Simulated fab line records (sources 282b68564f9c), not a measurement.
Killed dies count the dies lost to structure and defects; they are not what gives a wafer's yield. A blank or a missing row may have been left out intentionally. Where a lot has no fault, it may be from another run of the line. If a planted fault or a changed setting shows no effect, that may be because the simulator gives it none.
What tool caused it?	flow rit cmos	9 lots, 27 wafers sampled, at 4 steps of a route of 202

WHAT THE GAUGES READ, wafer by wafer
RIT_ACTIVE_THK_MEAS_04. Usual: ACTIVE_NITRIDE_THK gives 150.2 nm (standard deviation 1.3).
lot	measured	on	ACTIVE_NITRIDE_THK (nm)	flag
L733	day 1 13:32	film metro-03	151.3 151.4 150.2	
L734	day 1 18:34	film metro-02	149.6 150.3 151.0	
L735	day 2 00:04	film metro-02	149.1 150.3 150.0	
L736	day 2 04:32	film metro-03	148.2 147.5 149.7	
L746	day 4 07:19	film metro-03	150.6 150.7 150.1	
L751	day 5 07:32	film metro-03	152.0 150.7 150.8	
L752	day 5 12:32	film metro-04	149.4 149.4 150.0	
L754	day 5 22:40	film metro-02	149.4 148.9 150.7	
L756	day 6 08:32	film metro-04	148.7 148.5 149.2	

RIT_SPACER_THK_MEAS_04. Usual: SPACER_NITRIDE_THK gives 250.3 nm (standard deviation 2.5).
lot	measured	on	SPACER_NITRIDE_THK (nm)	flag
L733	day 2 21:25	film metro-01	251.4 252.4 253.9	
L734	day 3 04:52	film metro-03	245.6 245.0 247.6	
L735	day 3 09:14	film metro-03	249.0 248.1 248.7	
L736	day 3 13:52	film metro-03	252.9 251.5 253.9	
L746	day 5 15:45	film metro-01	165.7 166.7 164.4	OFF
L751	day 6 15:54	film metro-02	249.3 253.3 251.5	
L752	day 6 21:22	film metro-02	249.5 250.0 250.5	
L754	day 7 08:53	film metro-01	246.0 246.9 247.7	
L756	day 7 19:14	film metro-01	252.0 250.0 249.5	

WHICH TOOL RAN EACH LOT (tool, then ch and the chambers of the sampled wafers, then the start)
lot	RIT_NLDD_STRIP_09	RIT_SPACER_CVD_03
L733	plasma asher-02 ch 0,1, day 2 17:18	lpcvd-02 ch 0, day 2 19:29
L734	plasma asher-02 ch 0, day 3 00:47	lpcvd-02 ch 1, day 3 02:56
L735	plasma asher-03 ch 1, day 3 05:07	lpcvd-01 ch 0, day 3 07:19
L736	plasma asher-04 ch 1, day 3 09:47	lpcvd-01 ch 0, day 3 11:56
L746	plasma asher-02 ch 0,1, day 5 11:50	lpcvd-02 ch 1, day 5 13:49
L751	plasma asher-04 ch 0,1, day 6 11:56	lpcvd-01 ch 1, day 6 13:59
L752	plasma asher-02 ch 0,1, day 6 17:18	lpcvd-01 ch 1, day 6 19:27
L754	plasma asher-03 ch 0,1, day 7 02:52	lpcvd-01 ch 1, day 7 06:00
L756	plasma asher-03 ch 0,1, day 7 14:20	lpcvd-01 ch 0, day 7 16:21
- RIT_NLDD_STRIP_09: strips in O2, time 180 s.
- RIT_SPACER_CVD_03: deposits Si3N4 from SiH2Cl2/NH3, target thk 250 nm, time 3300 s.

AS READ BY THE TOOLS THEMSELVES (means over the sampled wafers that have a number; for cases with no such wafer, the mark the record gives instead)
RIT_NLDD_STRIP_09. Usual: 5.5 A for drypump motor current A, sd 0.49.
lot	tool	drypump motor current A (A)	flag
L733	plasma asher-02	5.4	
L734	plasma asher-02	6.3	
L735	plasma asher-03	6.0	
L736	plasma asher-04	5.6	
L746	plasma asher-02	5.8	
L751	plasma asher-04	5.3	
L752	plasma asher-02	5.8	
L754	plasma asher-03	5.7	
L756	plasma asher-03	5.8	

RIT_SPACER_CVD_03. Usual: 810.0 C for susceptor temp C, sd 0.34.
lot	tool	susceptor temp C (C)	flag
L733	lpcvd-02	810.0	
L734	lpcvd-02	810.1	
L735	lpcvd-01	810.1	
L736	lpcvd-01	809.9	
L746	lpcvd-02	810.0	
L751	lpcvd-01	810.3	
L752	lpcvd-01	810.0	
L754	lpcvd-01	810.2	
L756	lpcvd-01	809.7	

THE ANSWER, worked out from the rows above alone
Rule: a lot counts as off when the mean over its wafers that have a number is more than 3 standard deviations away from the usual mean. A lot without any number at a reading at which 4 lots or more have one is off too. Any other lot the step has rows for is counted as sound. Order of review: gauges by route order, followed by the tools' own readings, for which a lot's mean as printed above is used. The first step at which some lot is off is used, and at that step the reading that is off furthest; a lot without a number counts as furthest.
Off: at RIT_SPACER_THK_MEAS_04 (SPACER_NITRIDE_THK), L746.
If a tool, at a process step before that reading, ran all the lots that are off and no sound lot after the first of them, it fits. The gauges at RIT_SPACER_THK_MEAS_04 are tried like those tools. One fits: lpcvd-02 at RIT_SPACER_CVD_03. Its last sound lot is L734 (day 3 02:56), its first lot that is off L746 (day 5 13:49): a fault that began between those two fits.

WHAT HAD BEEN PUT IN BY THE SIMULATOR
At RIT_SPACER_CVD_03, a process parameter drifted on lpcvd-02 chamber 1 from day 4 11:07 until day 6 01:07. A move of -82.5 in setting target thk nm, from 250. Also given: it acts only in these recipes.
Struck lots among those shown: L746. Same finding as the rule above.
